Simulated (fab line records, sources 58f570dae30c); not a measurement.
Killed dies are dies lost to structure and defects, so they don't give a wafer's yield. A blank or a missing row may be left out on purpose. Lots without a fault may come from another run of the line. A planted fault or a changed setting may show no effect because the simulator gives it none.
Which tool did it? | flow berkeley_cmos170 | 7 lots, 21 wafers sampled, at 2 steps of a route of 331

WHAT THE GAUGES READ, wafer by wafer
UCB170_V1_OVL_MEAS_13.
lot  | measured     | on         | V1_OVL (nm)
L111 | day 7 12:57  | overlay-01 | -12 -10 -8
L117 | day 9 01:20  | overlay-02 | -6 -7 0
L119 | day 9 18:28  | overlay-02 | 0 -5 2
L123 | day 10 13:01 | overlay-01 | 1 -5 -2
L125 | day 10 19:22 | overlay-01 | -3 -3 7
L129 | day 11 10:53 | overlay-01 | -6 -1 1
L132 | day 12 08:23 | overlay-01 | 2 2 4

WHICH TOOL RAN EACH LOT (tool, then ch and the chambers of the sampled wafers, then the start)
lot  | UCB170_CONTACT_RTA_08
L111 | rtp_anneal-01 ch 0, day 7 01:52
L117 | rtp_anneal-02 ch 0, day 8 14:32
L119 | rtp_anneal-01 ch 0, day 9 09:04
L123 | rtp_anneal-02 ch 0, day 10 04:23
L125 | rtp_anneal-01 ch 0, day 10 07:56
L129 | rtp_anneal-01 ch 0, day 11 00:09
L132 | rtp_anneal-02 ch 0, day 11 21:18
- UCB170_CONTACT_RTA_08: time 10 s.

THE ANSWER, worked out from the rows above alone
Rule: what is usual is taken from the lots themselves. Put in order of their means at a reading, lots are off if they are a third of the lots or fewer, leave a main group of 4 or more, and stand apart from it by a gap of 3 or more times the standard deviation of the main group's means; of several such gaps the widest counts. A main group whose means are all the same, to the digits that the tables above print for the reading, isn't used. A lot without any number at a reading at which 4 lots or more have one is off too. The other lots that the step has rows for count as sound.
No lot is off at any reading shown: from this, nothing can be told.

WHAT THE SIMULATOR HAD PUT IN
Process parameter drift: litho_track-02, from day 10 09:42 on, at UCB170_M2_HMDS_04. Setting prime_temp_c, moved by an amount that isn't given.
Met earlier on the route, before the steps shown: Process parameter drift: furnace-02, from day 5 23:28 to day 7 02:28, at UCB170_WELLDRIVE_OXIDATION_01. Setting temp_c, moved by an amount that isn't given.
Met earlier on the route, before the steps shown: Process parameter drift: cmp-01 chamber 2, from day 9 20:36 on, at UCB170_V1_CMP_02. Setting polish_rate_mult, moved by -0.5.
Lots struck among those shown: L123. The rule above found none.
